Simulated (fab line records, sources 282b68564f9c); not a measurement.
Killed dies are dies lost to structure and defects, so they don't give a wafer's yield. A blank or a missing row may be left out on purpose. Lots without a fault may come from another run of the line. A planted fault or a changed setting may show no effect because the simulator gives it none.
fab line records | flow rit_cmos
record lots=6 wafers=18 last_day=8
route steps=202 shown NLDD@104 PLDD@114 M1@202
lots that met no fault: from a run of the same line without faults
start_h: hours from the record's first day to the start of the lot's first wafer shown | wait_h: hours since the lot's step before | " the same as in the row above | L1.1+2: a row that stands for several wafers | - no value, or no start given | * or withheld: withheld | < > ~ a bound
route shown NAME@n: a module of which the file shows steps, and the number in the route of the first | usual: mean/standard deviation of fault-free wafers | same: alike in all rows | chamber/n: place in a boat | sites: the reading at each site | _std_site: their standard deviation | _edge_site: outer sites' mean less inner sites' | radius_mm: how far each site lies from the wafer's centre | mask NAME#n: copy n | behind: the tool/chamber that last shaped the wafer | hold: why the lot was held/for how many hours/how that ended | device: the transistor (n, p or np) that didn't switch | end of line: the same wafers' tests at the end of the route | a step without rows: its recipe alone | killed: dies lost to structure and defects at the first sort, not the wafer's yield | map: a wafer's dies, x killed, . not, _ none there
set.NAME: the setting as run; set.NAME@STEP: as run at that earlier step | model.NAME: the simulator's own value behind a step, which no gauge read
lots at some steps of the route; a table a step, a row a wafer
services: from which hour (start_h, from the record's first day; less than 0 if before it) a tool's chamber was out of use, for how many hours, and why
## steps
# step RIT_NLDD_COAT_01
# recipe resist=NOVOLAK spin_rpm=3250 resist_thk_nm=1000
# step RIT_NLDD_SOFTBAKE_02
# recipe resist=NOVOLAK temp_c=90 time_s=60
# step RIT_NLDD_EXPOSE_03
# recipe mask_id=M7 na=0.57 target_cd_nm=40700 dose_mj=250
# step RIT_NLDD_PEB_04
# recipe resist=NOVOLAK temp_c=withheld time_s=withheld
# step RIT_NLDD_DEVELOP_05
# recipe resist=NOVOLAK develop_time_s=50 dev_temp_c=23
# step RIT_NLDD_OVL_MEAS_06
# usual NLDD_OVL=-0.4/1.3
# columns lot.wafer tool chamber start_h wait_h NLDD_OVL[nm]
L870.2 overlay-02 - 69.40 - -0.5
L870.3 " - " " -1.0
L870.5 " - " " -0.4
L875.1 overlay-02 - 93.28 - 1.5
L875.2 " - " " -0.1
L875.5 " - " " 1.1
L882.2 overlay-02 - 139.93 - 1.2
L882.4 " - " " 0.5
L882.5 " - " " -0.5
L885.1 overlay-01 - 155.10 - -0.7
L885.3 " - " " 1.4
L885.6 " - " " 0.9
L887.1 overlay-02 - 169.52 - 1.8
L887.5 " - " " 1.0
L887.6 " - " " -0.8
L889.1 overlay-02 - 175.18 - -3.3
L889.3 " - " " -2.8
L889.5 " - " " -3.1
# step RIT_NLDD_HARDBAKE_07
# recipe resist=NOVOLAK temp_c=140 time_s=60
# step RIT_NLDD_IMPLANT_08
# recipe species=P energy_kev=20 dose_cm2=5e+14 tilt_deg=7
# step RIT_NLDD_STRIP_09
# recipe chemistry=O2 time_s=180 resist=NOVOLAK platen_temp_c=withheld power_w=500 pressure_mtorr=4000 o2_flow_sccm=4000
# usual drypump_motor_current_A=5.7/0.49
# columns lot.wafer tool chamber start_h wait_h drypump_motor_current_A rf_hours_counter_h
L870.2 plasma_asher-02 0 69.73 0.1 6.5 45
L870.3 " 0 " " 6.5 -
L870.5 " 0 " " 6.5 -
L875.1 plasma_asher-03 0 93.61 0.1 5.8 30
L875.2 " 1 " " 5.3 30
L875.5 " 0 " " 5.8 -
L882.2 plasma_asher-01 0 140.26 0.1 5.4 41
L882.4 " 0 " " 5.3 -
L882.5 " 1 " " 4.9 -
L885.1 plasma_asher-02 1 155.44 0.1 5.9 3
L885.3 " 0 " " 6.5 -
L885.6 " 1 " " 5.9 -
L887.1 plasma_asher-01 0 169.86 0.1 5.3 44
L887.5 " 1 " " 4.9 -
L887.6 " 0 " " 5.3 -
L889.1 plasma_asher-02 1 175.53 0.1 5.9 5
L889.3 " 0 " " 6.5 -
L889.5 " 0 " " 6.5 -
# step RIT_NLDD_TW_MEAS_10
# usual NLDD_TW=2506/26
# columns lot.wafer tool chamber start_h wait_h NLDD_TW
L870.2 film_metro-04 - 69.91 0.1 2481
L870.3 " - " " 2479
L870.5 " - " " 2482
L875.1 film_metro-04 - 93.79 0.1 2473
L875.2 " - " " 2488
L875.5 " - " " 2485
L882.2 film_metro-03 - 140.45 0.1 2549
L882.4 " - " " 2535
L882.5 " - " " 2550
L885.1 film_metro-04 - 155.61 0.1 2484
L885.3 " - " " 2484
L885.6 " - " " 2483
L887.1 film_metro-03 - 170.03 0.1 2546
L887.5 " - " " 2538
L887.6 " - " " 2525
L889.1 film_metro-03 - 175.71 0.1 2520
L889.3 " - " " 2530
L889.5 " - " " 2532
# step RIT_PLDD_HMDS_00
# recipe prime_time_s=60 prime_temp_c=140
# step RIT_PLDD_COAT_01
# recipe resist=NOVOLAK spin_rpm=3250 resist_thk_nm=1000
# step RIT_PLDD_SOFTBAKE_02
# recipe resist=NOVOLAK temp_c=90 time_s=60
# usual heater_power_total_W=34.56/0.047 plate_temp_C=90.03/0.12
# columns lot.wafer tool chamber start_h wait_h heater_power_total_W plate_temp_C
L870.2 litho_track-01 0 70.29 0.1 34.63 90.03
L870.3 " 0 " " 34.52 90.16
L870.5 " 0 " " 34.58 89.98
L875.1 litho_track-01 0 94.15 0.1 34.60 90.02
L875.2 " 0 " " 34.58 90.08
L875.5 " 0 " " 34.53 90.13
L882.2 litho_track-01 0 140.82 0.1 32.48 86.01
L882.4 " 0 " " 32.46 86.21
L882.5 " 0 " " 32.44 86.14
L885.1 litho_track-01 0 156.01 0.1 32.48 86.09
L885.3 " 0 " " 32.48 85.94
L885.6 " 0 " " 32.40 85.97
L887.1 litho_track-02 0 170.39 0.1 34.50 89.95
L887.5 " 0 " " 34.56 89.99
L887.6 " 0 " " 34.53 89.92
L889.1 litho_track-04 0 176.07 0.1 34.47 89.96
L889.3 " 0 " " 34.58 90.05
L889.5 " 0 " " 34.56 90.11
# step RIT_PLDD_EXPOSE_03
# recipe mask_id=M8 na=0.57 target_cd_nm=40900 dose_mj=250
# step RIT_PLDD_PEB_04
# recipe resist=NOVOLAK temp_c=withheld time_s=withheld
# step RIT_PLDD_DEVELOP_05
# recipe resist=NOVOLAK develop_time_s=50 dev_temp_c=23
# same develop_time_s=50
# columns lot.wafer tool chamber start_h wait_h model.NOVOLAK_of_PLDD_COAT_01.thk_nm
L870.2+5 litho_track-04 0 - - 1001
L870.3 " 0 " " 998.1
L875.1+5 litho_track-04 0 - - 1002
L875.2 " 0 " " 1001
L882.2+4 litho_track-01 0 - - 1010
L882.5 " 0 " " 1013
L885.1 litho_track-02 0 - - 1007
L885.3 " 0 " " 1012
L885.6 " 0 " " 1011
L887.1 litho_track-01 0 - - 998.1
L887.5+6 " 0 " " 1001
L889.1 litho_track-04 0 - - 998.6
L889.3+5 " 0 " " 1001
# step RIT_PLDD_OVL_MEAS_06
# usual PLDD_OVL=0.5/1.4
# columns lot.wafer tool chamber start_h wait_h PLDD_OVL[nm]
L870.2 overlay-01 - 70.82 - 1.6
L870.3 " - " " 2.6
L870.5 " - " " 0.7
L875.1 overlay-02 - 94.70 - 0.1
L875.2 " - " " -0.4
L875.5 " - " " 0.3
L882.2 overlay-02 - 141.48 - 0.7
L882.4 " - " " -0.7
L882.5 " - " " 0.3
L885.1 overlay-01 - 156.56 - 3.0
L885.3 " - " " 1.0
L885.6 " - " " 0.4
L887.1 overlay-01 - 171.07 - 1.7
L887.5 " - " " 2.5
L887.6 " - " " 1.5
L889.1 overlay-01 - 176.74 - 3.0
L889.3 " - " " 2.1
L889.5 " - " " 1.2
# step RIT_M1_PROBE_99
# usual killed_at_contacts=0.1/0.27 killed_at_front_end=7/3.1 killed_dies=7/3.2 killed_open=3.8/2.1 killed_short=3.6/2
# same gross_dies=264 killed_at_M0_to_M3=0 killed_at_M4_up=0 killed_at_back_side=0 killed_at_other=0
# columns lot.wafer tool chamber start_h wait_h killed_at_contacts killed_at_front_end killed_dies killed_open killed_short
L870.2 prober-01 - 85.30 0.1 0 6 6 4 2
L870.3 prober-01 - 85.35 0.2 1 4 5 3 2
L870.5 prober-01 - 85.45 0.2 0 7 7 4 3
L875.1 prober-02 - 108.65 0.1 0 9 9 3 6
L875.2 prober-02 - 108.70 0.1 0 6 6 3 3
L875.5 prober-02 - 108.85 0.2 0 11 11 4 7
L882.2 prober-02 - 157.47 0.1 0 2 2 0 2
L882.4 prober-02 - 157.57 0.2 0 8 8 6 2
L882.5 prober-02 - 157.62 0.2 0 2 2 1 1
L889.1 prober-01 - 191.00 0.1 0 11 11 7 4
L889.3 prober-01 - 191.10 0.2 0 6 6 5 1
L889.5 prober-01 - 191.20 0.2 1 5 6 4 2
# killed by level:class
L870.2 GATE:geometric_particle:open=1 GATE:geometric_particle:short=1 REOX:geometric_particle:open=1 SPACER:geometric_particle:open=1 SPACER:geometric_particle:short=1 SILICIDE:geometric_particle:open=1
L870.3 ACTIVE:geometric_particle:open=1 FOX2:geometric_particle:short=1 GATE:geometric_particle:short=1 REOX:geometric_particle:open=1 CONTACT:geometric_particle:open=1
L870.5 FOX2:geometric_particle:short=2 GATE:geometric_particle:open=2 SPACER:geometric_particle:open=1 GATE:geometric_particle:short=1 SILICIDE:geometric_particle:open=1
L875.1 GATE:geometric_particle:short=2 GATE:geometric_particle:open=2 FOX2:geometric_particle:short=1 REOX:geometric_particle:short=1 SPACER:geometric_particle:short=1 SPACER:geometric_particle:open=1 SILICIDE:geometric_particle:short=1
L875.2 GATE:geometric_particle:open=2 SPACER:geometric_particle:short=2 SPACER:geometric_particle:open=1 SILICIDE:geometric_particle:short=1
L875.5 GATE:geometric_particle:short=3 SILICIDE:geometric_particle:short=3 FOX1:geometric_particle:short=1 FOX2:geometric_particle:open=1 GATE:geometric_particle:open=1 REOX:geometric_particle:open=1 SILICIDE:geometric_particle:open=1
L882.2 FOX1:geometric_particle:short=1 GATE:geometric_particle:short=1
L882.4 REOX:geometric_particle:open=2 FOX2:geometric_particle:open=1 GATE:geometric_particle:short=1 GATE:geometric_particle:open=1 REOX:geometric_particle:short=1 SPACER:geometric_particle:open=1 SILICIDE:geometric_particle:open=1
L882.5 FOX2:geometric_particle:open=1 REOX:geometric_particle:short=1
L889.1 SPACER:geometric_particle:open=3 GATE:geometric_particle:open=2 GATE:geometric_particle:short=2 SPACER:geometric_particle:short=2 REOX:geometric_particle:open=1 SILICIDE:geometric_particle:open=1
L889.3 GATE:geometric_particle:open=3 GATE:geometric_particle:short=1 SPACER:geometric_particle:open=1 SILICIDE:geometric_particle:open=1
L889.5 SPACER:geometric_particle:open=2 GATE:geometric_particle:short=1 REOX:geometric_particle:open=1 SILICIDE:geometric_particle:short=1 CONTACT:geometric_particle:open=1
## services
# columns tool chamber start_h hours kind
plasma_asher-03 - 54.35 4.3 repair
plasma_asher-01 - 54.84 6.3 repair
plasma_asher-02 - 108.75 9.0 pm
plasma_asher-02 0 108.75 9.0 vent_cycle
plasma_asher-02 1 108.75 9.0 vent_cycle
plasma_asher-02 0 117.75 - clean
plasma_asher-02 1 117.75 - clean
## key
first_sign step=RIT_PLDD_SOFTBAKE_02 reading=heater_power_total_W direction=down sigmas=44 usual=34.56 struck=32.46
effect step=RIT_PLDD_SOFTBAKE_02 reading=plate_temp_C direction=down sigmas=33 usual=* struck=*
model_effect step=RIT_PLDD_DEVELOP_05 value=NOVOLAK_of_PLDD_COAT_01.thk_nm without=999.9 struck=1011
met_at RIT_PLDD_SOFTBAKE_02
struck_wafers L882.2,L882.4,L882.5,L885.1,L885.3,L885.6
tester_left_out L882,L885
onset_between 94.15 140.82
fault kind=process_parameter_drift tool=litho_track-01 chamber=- onset_h=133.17 steps=RIT_PLDD_SOFTBAKE_02 channel=temp_c offset=* shape=step end_h=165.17 acts_in=* stated=*
# tester_left_out: of these lots the tester's yield and bins aren't shown, on N5 and GAA mostly nor the transistor test; their killed dies are dies lost to structure and defects alone, not to doping, threshold or leakage, so they don't give the yield
